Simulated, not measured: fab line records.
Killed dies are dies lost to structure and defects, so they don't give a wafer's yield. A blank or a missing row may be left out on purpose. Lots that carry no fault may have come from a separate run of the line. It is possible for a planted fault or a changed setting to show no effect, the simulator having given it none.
A sampling plan put to the test / flow berkeley_cmos170 / 35 faults told of in these records, all on one fab line, each judged by the records of the lots it struck
Plan = the line's own looks (route steps where a gauge or an inspection reads the wafer without altering it). A look can be judged if struck wafers have a number there and the file gives its usual mean and standard deviation on fault-free wafers. Caught: 4 or more of those standard deviations (sigma) separate the usual mean from the mean of the struck wafers at a look after the fault's first step. On the tool: here the same test is run on the tool's own readings at the fault's steps. A different recipe on the struck wafers counts as caught too, as does a record blank only for those wafers.

THE FAULTS, as the simulator had put them in
1. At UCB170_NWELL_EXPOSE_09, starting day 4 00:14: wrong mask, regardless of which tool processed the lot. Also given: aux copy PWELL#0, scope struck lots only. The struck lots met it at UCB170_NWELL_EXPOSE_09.
2. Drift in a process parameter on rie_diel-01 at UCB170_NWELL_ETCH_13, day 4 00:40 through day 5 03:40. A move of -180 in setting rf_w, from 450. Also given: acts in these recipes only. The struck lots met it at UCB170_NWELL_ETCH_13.
3. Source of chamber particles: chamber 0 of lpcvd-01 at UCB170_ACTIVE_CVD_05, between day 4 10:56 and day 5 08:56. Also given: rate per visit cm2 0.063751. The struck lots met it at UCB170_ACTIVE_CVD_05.
4. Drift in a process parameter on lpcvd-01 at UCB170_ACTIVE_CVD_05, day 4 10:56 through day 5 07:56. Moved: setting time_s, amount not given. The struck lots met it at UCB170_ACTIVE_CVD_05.
5. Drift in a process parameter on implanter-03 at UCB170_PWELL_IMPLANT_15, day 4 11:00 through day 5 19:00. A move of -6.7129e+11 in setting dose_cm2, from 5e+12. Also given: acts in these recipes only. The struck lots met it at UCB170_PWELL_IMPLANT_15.
6. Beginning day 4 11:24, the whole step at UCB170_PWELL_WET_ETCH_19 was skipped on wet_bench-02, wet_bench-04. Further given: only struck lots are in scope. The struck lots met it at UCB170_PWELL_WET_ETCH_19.
7. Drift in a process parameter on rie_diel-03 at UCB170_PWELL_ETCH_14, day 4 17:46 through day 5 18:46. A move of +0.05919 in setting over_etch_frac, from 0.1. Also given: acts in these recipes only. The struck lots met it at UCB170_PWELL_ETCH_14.
8. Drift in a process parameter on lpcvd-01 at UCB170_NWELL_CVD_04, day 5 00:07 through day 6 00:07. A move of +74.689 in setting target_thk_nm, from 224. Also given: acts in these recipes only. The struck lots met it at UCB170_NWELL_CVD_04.
9. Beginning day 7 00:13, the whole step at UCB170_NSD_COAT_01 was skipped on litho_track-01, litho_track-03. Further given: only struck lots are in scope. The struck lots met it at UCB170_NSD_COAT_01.
10. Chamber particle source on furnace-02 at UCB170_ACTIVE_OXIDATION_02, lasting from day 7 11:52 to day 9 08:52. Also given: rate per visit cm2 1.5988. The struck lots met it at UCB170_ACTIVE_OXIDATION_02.
11. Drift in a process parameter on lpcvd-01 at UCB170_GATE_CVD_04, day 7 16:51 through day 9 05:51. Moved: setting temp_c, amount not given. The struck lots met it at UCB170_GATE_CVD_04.
12. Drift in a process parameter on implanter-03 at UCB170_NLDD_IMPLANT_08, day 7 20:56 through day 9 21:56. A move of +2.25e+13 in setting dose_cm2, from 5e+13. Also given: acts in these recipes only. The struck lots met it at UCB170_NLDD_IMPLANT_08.
13. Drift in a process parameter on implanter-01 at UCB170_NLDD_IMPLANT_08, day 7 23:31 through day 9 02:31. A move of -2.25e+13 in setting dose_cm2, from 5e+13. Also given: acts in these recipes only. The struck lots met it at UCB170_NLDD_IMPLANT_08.
14. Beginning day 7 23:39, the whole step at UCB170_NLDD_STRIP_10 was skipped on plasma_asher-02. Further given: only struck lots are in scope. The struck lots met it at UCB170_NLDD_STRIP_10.
15. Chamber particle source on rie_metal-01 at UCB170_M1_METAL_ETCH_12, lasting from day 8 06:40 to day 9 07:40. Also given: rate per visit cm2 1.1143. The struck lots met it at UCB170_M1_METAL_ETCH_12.
16. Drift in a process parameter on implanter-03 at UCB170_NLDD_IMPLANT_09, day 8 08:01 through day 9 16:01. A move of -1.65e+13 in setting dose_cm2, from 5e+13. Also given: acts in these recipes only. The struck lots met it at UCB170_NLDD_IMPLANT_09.
17. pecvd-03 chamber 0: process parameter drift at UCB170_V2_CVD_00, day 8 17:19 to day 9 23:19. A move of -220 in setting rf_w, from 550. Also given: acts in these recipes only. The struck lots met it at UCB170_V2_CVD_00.
18. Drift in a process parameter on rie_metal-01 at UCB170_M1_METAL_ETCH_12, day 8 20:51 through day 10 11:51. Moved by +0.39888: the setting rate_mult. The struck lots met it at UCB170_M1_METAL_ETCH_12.
19. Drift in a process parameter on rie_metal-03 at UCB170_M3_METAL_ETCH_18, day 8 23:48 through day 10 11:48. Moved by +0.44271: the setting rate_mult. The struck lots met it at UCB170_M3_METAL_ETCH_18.
20. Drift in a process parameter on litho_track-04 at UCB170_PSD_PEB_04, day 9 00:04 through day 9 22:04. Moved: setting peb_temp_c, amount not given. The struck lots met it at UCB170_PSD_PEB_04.
21. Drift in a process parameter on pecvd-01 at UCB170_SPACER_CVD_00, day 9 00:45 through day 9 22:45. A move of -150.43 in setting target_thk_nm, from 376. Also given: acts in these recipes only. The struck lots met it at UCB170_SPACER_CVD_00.
22. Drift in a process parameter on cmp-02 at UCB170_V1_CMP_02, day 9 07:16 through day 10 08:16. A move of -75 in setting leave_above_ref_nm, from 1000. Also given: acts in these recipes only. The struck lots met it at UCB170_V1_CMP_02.
23. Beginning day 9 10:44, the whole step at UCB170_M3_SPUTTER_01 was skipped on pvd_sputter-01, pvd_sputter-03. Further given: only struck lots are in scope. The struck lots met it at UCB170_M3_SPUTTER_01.
24. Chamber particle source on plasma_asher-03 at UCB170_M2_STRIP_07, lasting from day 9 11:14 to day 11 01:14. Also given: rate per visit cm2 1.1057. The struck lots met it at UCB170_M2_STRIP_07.
25. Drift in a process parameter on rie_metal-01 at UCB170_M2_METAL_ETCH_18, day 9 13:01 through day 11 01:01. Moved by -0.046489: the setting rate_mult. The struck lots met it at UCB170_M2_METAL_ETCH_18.
26. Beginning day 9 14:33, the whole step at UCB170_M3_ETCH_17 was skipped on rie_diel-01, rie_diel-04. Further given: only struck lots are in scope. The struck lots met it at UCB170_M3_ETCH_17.
27. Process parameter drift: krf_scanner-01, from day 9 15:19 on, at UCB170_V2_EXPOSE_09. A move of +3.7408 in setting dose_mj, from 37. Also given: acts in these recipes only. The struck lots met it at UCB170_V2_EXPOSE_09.
28. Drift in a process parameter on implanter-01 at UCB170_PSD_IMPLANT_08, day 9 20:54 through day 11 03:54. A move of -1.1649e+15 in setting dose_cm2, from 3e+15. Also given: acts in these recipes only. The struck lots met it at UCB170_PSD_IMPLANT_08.
29. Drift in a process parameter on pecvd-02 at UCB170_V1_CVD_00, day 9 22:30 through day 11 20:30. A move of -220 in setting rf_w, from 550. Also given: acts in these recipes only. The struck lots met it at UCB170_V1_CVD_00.
30. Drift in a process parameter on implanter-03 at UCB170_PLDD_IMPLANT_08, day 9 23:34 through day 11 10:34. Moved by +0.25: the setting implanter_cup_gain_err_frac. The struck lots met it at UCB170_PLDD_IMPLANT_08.
31. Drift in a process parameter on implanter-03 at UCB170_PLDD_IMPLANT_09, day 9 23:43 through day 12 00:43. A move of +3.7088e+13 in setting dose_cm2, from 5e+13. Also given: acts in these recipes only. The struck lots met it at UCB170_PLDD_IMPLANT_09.
32. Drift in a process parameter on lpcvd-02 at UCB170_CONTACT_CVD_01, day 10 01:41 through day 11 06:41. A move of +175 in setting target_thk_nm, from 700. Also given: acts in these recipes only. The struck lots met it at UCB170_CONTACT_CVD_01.
33. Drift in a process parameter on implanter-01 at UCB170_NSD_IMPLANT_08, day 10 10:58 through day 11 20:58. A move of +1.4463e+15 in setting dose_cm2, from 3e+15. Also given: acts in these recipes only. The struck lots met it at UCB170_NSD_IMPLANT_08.
34. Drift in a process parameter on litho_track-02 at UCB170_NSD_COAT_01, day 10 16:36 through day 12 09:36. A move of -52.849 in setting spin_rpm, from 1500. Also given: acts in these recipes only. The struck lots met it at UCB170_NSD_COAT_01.
35. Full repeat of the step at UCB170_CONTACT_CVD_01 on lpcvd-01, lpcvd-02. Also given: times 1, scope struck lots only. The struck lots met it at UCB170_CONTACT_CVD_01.

WHAT THE PLAN SAW
fault=1; on the tool itself=under 2 sigma; first look that catches it=UCB170_NWELL_TW_MEAS_16; reading, sigma=NWELL_TW -81; median hours from its first step to that look=0.8; hours from the fault's start to the first struck lot there=4; judged looks passed uncaught=0
fault=2; on the tool itself=rf_fwd_power_W -99 or beyond sigma; first look that catches it=no look after it can be judged; reading, sigma=-; median hours from its first step to that look=-; hours from the fault's start to the first struck lot there=-; judged looks passed uncaught=0
fault=3; on the tool itself=under 2 sigma; first look that catches it=no look after it can be judged; reading, sigma=-; median hours from its first step to that look=-; hours from the fault's start to the first struck lot there=-; judged looks passed uncaught=0
fault=4; on the tool itself=no reading that can be judged; first look that catches it=UCB170_ACTIVE_THK_MEAS_06; reading, sigma=ACTIVE_NITRIDE_THK -28; median hours from its first step to that look=1.9; hours from the fault's start to the first struck lot there=6; judged looks passed uncaught=0
fault=5; on the tool itself=dose_ions_cm2 -99 or beyond sigma; first look that catches it=not the one look that can be judged after it; reading, sigma=strongest: PWELL_TW at UCB170_PWELL_TW_MEAS_17, -3.0; median hours from its first step to that look=-; hours from the fault's start to the first struck lot there=-; judged looks passed uncaught=1
fault=6; on the tool itself=no reading that can be judged; first look that catches it=no look after it can be judged; reading, sigma=-; median hours from its first step to that look=-; hours from the fault's start to the first struck lot there=-; judged looks passed uncaught=0
fault=7; on the tool itself=under 2 sigma; first look that catches it=no look after it can be judged; reading, sigma=-; median hours from its first step to that look=-; hours from the fault's start to the first struck lot there=-; judged looks passed uncaught=0
fault=8; on the tool itself=no reading that can be judged; first look that catches it=UCB170_NWELL_THK_MEAS_05; reading, sigma=NWELL_NITRIDE_THK +27; median hours from its first step to that look=2.9; hours from the fault's start to the first struck lot there=6; judged looks passed uncaught=0
fault=9; on the tool itself=the tool's record is blank for the struck wafers; first look that catches it=none of the 2 looks that can be judged after it; reading, sigma=-; median hours from its first step to that look=-; hours from the fault's start to the first struck lot there=-; judged looks passed uncaught=2
fault=10; on the tool itself=under 2 sigma; first look that catches it=no look after it can be judged; reading, sigma=-; median hours from its first step to that look=-; hours from the fault's start to the first struck lot there=-; judged looks passed uncaught=0
fault=11; on the tool itself=susceptor_temp_C -99 or beyond sigma; first look that catches it=UCB170_GATE_THK_MEAS_05; reading, sigma=GATE_POLY_THK -66; median hours from its first step to that look=1.4; hours from the fault's start to the first struck lot there=5; judged looks passed uncaught=0
fault=12; on the tool itself=dose_ions_cm2 +99 or beyond sigma; first look that catches it=UCB170_NLDD_TW_MEAS_11; reading, sigma=NLDD_TW +7.7; median hours from its first step to that look=0.4; hours from the fault's start to the first struck lot there=1; judged looks passed uncaught=0
fault=13; on the tool itself=dose_ions_cm2 -99 or beyond sigma; first look that catches it=UCB170_NLDD_TW_MEAS_11; reading, sigma=NLDD_TW -10; median hours from its first step to that look=0.4; hours from the fault's start to the first struck lot there=2; judged looks passed uncaught=0
fault=14; on the tool itself=the tool's record is blank for the struck wafers; first look that catches it=UCB170_PSD_TW_MEAS_10; reading, sigma=PSD_TW -99 or beyond; median hours from its first step to that look=6.0; hours from the fault's start to the first struck lot there=8; judged looks passed uncaught=0
fault=15; on the tool itself=under 2 sigma; first look that catches it=no look after it can be judged; reading, sigma=-; median hours from its first step to that look=-; hours from the fault's start to the first struck lot there=-; judged looks passed uncaught=0
fault=16; on the tool itself=dose_ions_cm2 -99 or beyond sigma; first look that catches it=UCB170_NLDD_TW_MEAS_11; reading, sigma=NLDD_TW -6.4; median hours from its first step to that look=0.2; hours from the fault's start to the first struck lot there=5; judged looks passed uncaught=0
fault=17; on the tool itself=rf_fwd_power_W -99 or beyond sigma; first look that catches it=UCB170_V2_THK_MEAS_01; reading, sigma=V2_TEOS_THK -10; median hours from its first step to that look=0.2; hours from the fault's start to the first struck lot there=14; judged looks passed uncaught=0
fault=18; on the tool itself=under 2 sigma; first look that catches it=UCB170_M1_CD_MEAS_90; reading, sigma=cd_nm -4.3; median hours from its first step to that look=0.3; hours from the fault's start to the first struck lot there=1; judged looks passed uncaught=0
fault=19; on the tool itself=under 2 sigma; first look that catches it=UCB170_M3_CD_MEAS_90; reading, sigma=cd_nm -5.1; median hours from its first step to that look=0.3; hours from the fault's start to the first struck lot there=14; judged looks passed uncaught=0
fault=20; on the tool itself=heater_power_total_W -99 or beyond sigma; first look that catches it=UCB170_PSD_CD_MEAS_06; reading, sigma=cd_nm -99 or beyond; median hours from its first step to that look=0.3; hours from the fault's start to the first struck lot there=16; judged looks passed uncaught=0
fault=21; on the tool itself=under 2 sigma; first look that catches it=UCB170_SPACER_THK_MEAS_01; reading, sigma=SPACER_TEOS_THK -29; median hours from its first step to that look=0.0; hours from the fault's start to the first struck lot there=11; judged looks passed uncaught=0
fault=22; on the tool itself=under 2 sigma; first look that catches it=UCB170_V1_THK_MEAS_04; reading, sigma=V1_POLISHED_THK -57; median hours from its first step to that look=5.6; hours from the fault's start to the first struck lot there=30; judged looks passed uncaught=1
fault=23; on the tool itself=the tool's record is blank for the struck wafers; first look that catches it=no look after it can be judged; reading, sigma=-; median hours from its first step to that look=-; hours from the fault's start to the first struck lot there=-; judged looks passed uncaught=0
fault=24; on the tool itself=under 2 sigma; first look that catches it=not the one look that can be judged after it; reading, sigma=-; median hours from its first step to that look=-; hours from the fault's start to the first struck lot there=-; judged looks passed uncaught=1
fault=25; on the tool itself=under 2 sigma; first look that catches it=no look after it can be judged; reading, sigma=-; median hours from its first step to that look=-; hours from the fault's start to the first struck lot there=-; judged looks passed uncaught=0
fault=26; on the tool itself=the tool's record is blank for the struck wafers; first look that catches it=not the one look that can be judged after it; reading, sigma=-; median hours from its first step to that look=-; hours from the fault's start to the first struck lot there=-; judged looks passed uncaught=1
fault=27; on the tool itself=exposure_dose_mJ_cm2 +74 sigma; first look that catches it=UCB170_V2_CD_MEAS_12; reading, sigma=cd_nm +8.3; median hours from its first step to that look=0.4; hours from the fault's start to the first struck lot there=6; judged looks passed uncaught=0
fault=28; on the tool itself=dose_ions_cm2 -99 or beyond sigma; first look that catches it=UCB170_PSD_TW_MEAS_10; reading, sigma=PSD_TW -21; median hours from its first step to that look=0.2; hours from the fault's start to the first struck lot there=4; judged looks passed uncaught=0
fault=29; on the tool itself=rf_fwd_power_W -99 or beyond sigma; first look that catches it=UCB170_V1_THK_MEAS_01; reading, sigma=V1_TEOS_THK -11; median hours from its first step to that look=0.2; hours from the fault's start to the first struck lot there=9; judged looks passed uncaught=0
fault=30; on the tool itself=faraday_current_uA +12 sigma; first look that catches it=UCB170_PLDD_TW_MEAS_11; reading, sigma=PLDD_TW -5.4; median hours from its first step to that look=0.4; hours from the fault's start to the first struck lot there=10; judged looks passed uncaught=0
fault=31; on the tool itself=dose_ions_cm2 +99 or beyond sigma; first look that catches it=UCB170_PLDD_TW_MEAS_11; reading, sigma=PLDD_TW +13; median hours from its first step to that look=0.3; hours from the fault's start to the first struck lot there=10; judged looks passed uncaught=0
fault=32; on the tool itself=under 2 sigma; first look that catches it=UCB170_CONTACT_THK_MEAS_02; reading, sigma=CONTACT_PSG_THK +20; median hours from its first step to that look=2.7; hours from the fault's start to the first struck lot there=7; judged looks passed uncaught=0
fault=33; on the tool itself=dose_ions_cm2 +99 or beyond sigma; first look that catches it=UCB170_NSD_TW_MEAS_10; reading, sigma=NSD_TW +5.6; median hours from its first step to that look=0.2; hours from the fault's start to the first struck lot there=7; judged looks passed uncaught=0
fault=34; on the tool itself=spin_speed_rpm -44 sigma; first look that catches it=no look after it can be judged; reading, sigma=-; median hours from its first step to that look=-; hours from the fault's start to the first struck lot there=-; judged looks passed uncaught=0
fault=35; on the tool itself=under 2 sigma; first look that catches it=UCB170_CONTACT_THK_MEAS_02; reading, sigma=CONTACT_PSG_THK +88; median hours from its first step to that look=5.9; hours from the fault's start to the first struck lot there=-; judged looks passed uncaught=0
Dash: fault not caught, or number not given in these records.

Caught at a look: 22 of 35. Caught on the tool: 19 of 35. By one or the other: 28 of 35.
Faults 2, 5, 9, 23, 26, 34 were caught on the tool alone.
Caught at a look alone: faults 1, 4, 8, 18, 19, 21, 22, 32, 35.
Caught by neither: faults 3, 6, 7, 10, 15, 24, 25.

THINNER SAMPLING
In the worst case, this is how late the first struck lot would be measured if the look that catches a fault measured only every second or every third lot, by lot number:
fault=1; struck lots at that look, in order of time=L402; every lot=4 h; every second lot=may miss it; every third lot=may miss it
fault=4; struck lots at that look, in order of time=L355, L356; every lot=6 h; every second lot=6 h; every third lot=may miss all 2
fault=8; struck lots at that look, in order of time=L292, L291, L294; every lot=6 h; every second lot=6 h; every third lot=may miss all 3
fault=11; struck lots at that look, in order of time=L300, L301, L302; every lot=5 h; every second lot=14 h; every third lot=14 h
fault=12; struck lots at that look, in order of time=L983, L985, L987; every lot=1 h; every second lot=may miss all 3; every third lot=17 h
fault=13; struck lots at that look, in order of time=L314, L316; every lot=2 h; every second lot=may miss all 2; every third lot=may miss all 2
fault=14; struck lots at that look, in order of time=L221, L222; every lot=8 h; every second lot=9 h; every third lot=may miss all 2
fault=16; struck lots at that look, in order of time=L938, L941, L939; every lot=5 h; every second lot=27 h; every third lot=may miss all 3
fault=17; struck lots at that look, in order of time=L357; every lot=14 h; every second lot=may miss it; every third lot=may miss it
fault=18; struck lots at that look, in order of time=L421, L427; every lot=1 h; every second lot=may miss all 2; every third lot=may miss all 2
fault=19; struck lots at that look, in order of time=L267, L266; every lot=14 h; every second lot=15 h; every third lot=may miss all 2
fault=20; struck lots at that look, in order of time=L824, L822; every lot=16 h; every second lot=may miss all 2; every third lot=may miss all 2
fault=21; struck lots at that look, in order of time=L924, L927; every lot=11 h; every second lot=17 h; every third lot=may miss all 2
fault=22; struck lots at that look, in order of time=L729; every lot=30 h; every second lot=may miss it; every third lot=may miss it
fault=27; struck lots at that look, in order of time=L919, L921, L927; every lot=6 h; every second lot=may miss all 3; every third lot=may miss all 3
fault=28; struck lots at that look, in order of time=L480, L482, L484; every lot=4 h; every second lot=may miss all 3; every third lot=20 h
fault=29; struck lots at that look, in order of time=L485, L486; every lot=9 h; every second lot=19 h; every third lot=may miss all 2
fault=30; struck lots at that look, in order of time=L333, L335; every lot=10 h; every second lot=may miss all 2; every third lot=may miss all 2
fault=31; struck lots at that look, in order of time=L761, L763; every lot=10 h; every second lot=may miss all 2; every third lot=may miss all 2
fault=32; struck lots at that look, in order of time=L344, L346; every lot=7 h; every second lot=may miss all 2; every third lot=may miss all 2
fault=33; struck lots at that look, in order of time=L672, L674, L676; every lot=7 h; every second lot=may miss all 3; every third lot=20 h
Hours are from the fault's start to the first struck lot that is measured. 4 sigma limit: tested on the pooled struck wafers, so a lone lot may be under it. Other struck lots may not be in these records.

THE LONGEST TIMED WAY FROM STEP TO LOOK
For fault 14, UCB170_NLDD_STRIP_10 and UCB170_PSD_TW_MEAS_10 are separated by a median of 6.0 hours. No look between them can be judged.
